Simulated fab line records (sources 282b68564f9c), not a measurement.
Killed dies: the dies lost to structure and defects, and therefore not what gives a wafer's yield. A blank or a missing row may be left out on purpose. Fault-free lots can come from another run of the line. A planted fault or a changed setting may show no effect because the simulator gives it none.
Which tool did it?    flow rit-cmos    Sampling: 14 lots, 42 wafers, 2 of 202 route steps

== WHAT EACH GAUGE READ, for each wafer ==
RIT_M1_CD_MEAS_09 targets a cd of 2600 nm.
lot   measured     on         cd-nm (nm)
L434  day 3 17:34  cd-sem-02  2602.2 2603.0 2602.9
L435  day 3 21:44  cd-sem-02  2599.0 2599.1 2600.3
L437  day 4 09:31  cd-sem-02  2598.1 2600.6 2598.8
L438  day 4 15:51  cd-sem-02  2600.0 2601.9 2600.2
L439  day 4 18:28  cd-sem-01  2600.0 2601.7 2598.8
L440  day 4 22:19  cd-sem-01  2600.3 2599.3 2601.2
L442  day 5 06:24  cd-sem-01  2598.9 2599.0 2598.0
L443  day 5 10:47  cd-sem-01  2601.2 2602.2 2600.7
L444  day 5 15:03  cd-sem-01  2601.6 2601.0 2599.8
L447  day 6 04:51  cd-sem-02  2528.1 2530.9 2527.4
L448  day 6 06:43  cd-sem-02  2529.1 2529.9 2528.9
L452  day 7 06:23  cd-sem-01  2602.8 2602.8 2602.5
L456  day 8 04:32  cd-sem-02  2599.4 2600.2 2600.8
L457  day 8 11:43  cd-sem-01  2598.6 2599.5 2599.9

== WHAT TOOL EACH LOT RAN ON (gives the tool, then ch and the chambers of the sampled wafers, and finally the start) ==
lot   RIT_M1_COAT_04
L434  litho-track-04 ch 0, day 3 16:50
L435  litho-track-04 ch 0, day 3 21:00
L437  litho-track-03 ch 0, day 4 08:22
L438  litho-track-04 ch 0, day 4 14:57
L439  litho-track-01 ch 0, day 4 17:40
L440  litho-track-03 ch 0, day 4 21:35
L442  litho-track-04 ch 0, day 5 05:37
L443  litho-track-01 ch 0, day 5 10:03
L444  litho-track-03 ch 0, day 5 14:12
L447  litho-track-01 ch 0, day 6 04:00
L448  litho-track-01 ch 0, day 6 05:52
L452  litho-track-03 ch 0, day 7 05:39
L456  litho-track-04 ch 0, day 8 03:41
L457  litho-track-04 ch 0, day 8 11:00
- RIT_M1_COAT_04: resist thk 1300 nm.

== AS READ BY THE TOOLS THEMSELVES (means over the sampled wafers that have a number; for cases with no such wafer, the mark the record gives instead) ==
The record holds no such reading with a usual standard deviation.

== THE ANSWER, worked out from the rows above alone ==
Rule: the lots themselves supply what counts as usual. Put in order of their means at a reading, lots are off if they are a third of the lots or fewer, leave a main group of 4 or more, and stand apart from it by a gap of 3 or more times the standard deviation of the main group's means; of several such gaps the widest counts. A main group is skipped when, at the precision printed for the reading in the tables above, its means are all equal. A lot without any number at a reading at which 4 lots or more have one is off too. The other lots that the step has rows for count as sound. After the gauges, taken in route order, come the tools' own readings; for these a lot's mean is taken, as printed above. The first step at which some lot is off is used, and at that step the reading that is off furthest; a lot without a number counts as furthest.
Off, at RIT_M1_CD_MEAS_09 on cd-nm: L447, L448. The main group has a mean of 2600.5 nm with a standard deviation of 1.2.
If a tool, at a process step before that reading, ran all the lots that are off and no sound lot after the first of them, it fits. Gauges at RIT_M1_CD_MEAS_09: tried the same way as those tools. One candidate fits, namely litho-track-01 at RIT_M1_COAT_04. Its last sound lot is L443 (day 5 10:03), its first lot that is off L447 (day 6 04:00): a fault that began between those two fits.

== WHAT HAD BEEN PUT IN BY THE SIMULATOR ==
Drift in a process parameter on litho-track-01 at RIT_M1_COAT_04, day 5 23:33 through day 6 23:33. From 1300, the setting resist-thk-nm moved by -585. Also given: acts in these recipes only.
Shown lots that were struck: L447, L448. Same finding as the rule above.
